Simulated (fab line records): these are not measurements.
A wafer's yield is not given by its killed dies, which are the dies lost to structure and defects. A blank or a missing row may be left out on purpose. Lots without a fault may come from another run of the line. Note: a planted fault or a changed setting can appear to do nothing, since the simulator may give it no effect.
Which tool was responsible?    flow berkeley cmos170    21 wafers sampled from 7 lots at 1 step of a route of 331

== WHAT THE GAUGES SHOWED, per wafer ==
UCB170_ACTIVE_THK_MEAS_06.
lot   measured     on             ACTIVE_NITRIDE_THK (nm)
L682  day 4 21:12  film metro-01  221.8 220.6 219.8
L686  day 5 20:25  film metro-04  221.8 220.0 223.1
L688  day 5 20:29  film metro-03  225.1 222.7 224.6
L690  day 6 12:22  film metro-01  223.2 223.0 221.6
L696  day 8 05:05  film metro-04  218.8 217.4 218.3
L698  day 8 05:07  film metro-04  222.1 221.9 223.5
L702  day 9 04:15  film metro-01  221.1 221.0 221.7

== WHAT TOOL EACH LOT RAN ON (gives the tool, then ch and the chambers of the sampled wafers, and finally the start) ==
No process step before these readings appears in the record.

== THE ANSWER, worked out from the rows above alone ==
Rule: the usual values come from the lots themselves. The widest of any qualifying gaps counts: lots, ordered by their means at a reading, are off when they make up no more than a third of the lots, leave a main group of 4 or more, and stand apart from it by 3 or more times the standard deviation of that group's means. A main group whose means are all the same, to the digits that the tables above print for the reading, isn't used. Also off: a lot with no number at a reading for which 4 or more lots have one. All remaining lots with rows at the step are treated as sound.
Nothing can be told from this: no lot is off at any reading shown.

== WHAT THE SIMULATOR HAD INSERTED ==
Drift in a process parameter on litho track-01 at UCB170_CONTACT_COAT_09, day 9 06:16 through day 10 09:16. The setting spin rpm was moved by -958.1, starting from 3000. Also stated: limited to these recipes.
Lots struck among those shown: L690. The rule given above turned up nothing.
